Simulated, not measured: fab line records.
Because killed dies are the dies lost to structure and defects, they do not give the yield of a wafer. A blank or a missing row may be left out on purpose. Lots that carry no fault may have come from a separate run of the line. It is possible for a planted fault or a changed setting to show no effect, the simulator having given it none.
What tool caused it?    flow berkeleyCmos170    route of 331 steps, sampled at 1 step: 7 lots, 21 wafers

WHAT THE GAUGES SHOWED, per wafer
UCB170_PWELL_THK_MEAS_03.
lot   measured     on            PWELL_OXIDE_THK (nm)
L602  day 3 13:45  filmMetro-04  26.2 26.5 26.7
L605  day 4 02:56  filmMetro-04  26.5 26.7 26.6
L609  day 4 22:34  filmMetro-04  27.0 26.5 26.7
L612  day 5 07:23  filmMetro-01  25.3 25.4 25.5
L614  day 5 19:29  filmMetro-03  26.2 26.3 26.8
L619  day 7 00:13  filmMetro-01  26.2 25.6 25.6
L623  day 8 00:49  filmMetro-04  26.1 26.3 26.2

EACH LOT AND THE TOOL THAT RAN IT (in order: tool; ch and the chambers of the sampled wafers; start)
No process step before these readings appears in the record.

THE ANSWER, worked out from the rows above alone
Rule: usual is defined by the lots themselves. Put in order of their means at a reading, lots are off if they are a third of the lots or fewer, leave a main group of 4 or more, and stand apart from it by a gap of 3 or more times the standard deviation of the main group's means; of several such gaps the widest counts. A main group whose means are all the same, to the digits that the tables above print for the reading, isn't used. A lot without any number at a reading at which 4 lots or more have one is off too. The other lots that the step has rows for count as sound.
None of the lots is off at any reading shown; this tells nothing.

WHAT THE SIMULATOR PUT IN
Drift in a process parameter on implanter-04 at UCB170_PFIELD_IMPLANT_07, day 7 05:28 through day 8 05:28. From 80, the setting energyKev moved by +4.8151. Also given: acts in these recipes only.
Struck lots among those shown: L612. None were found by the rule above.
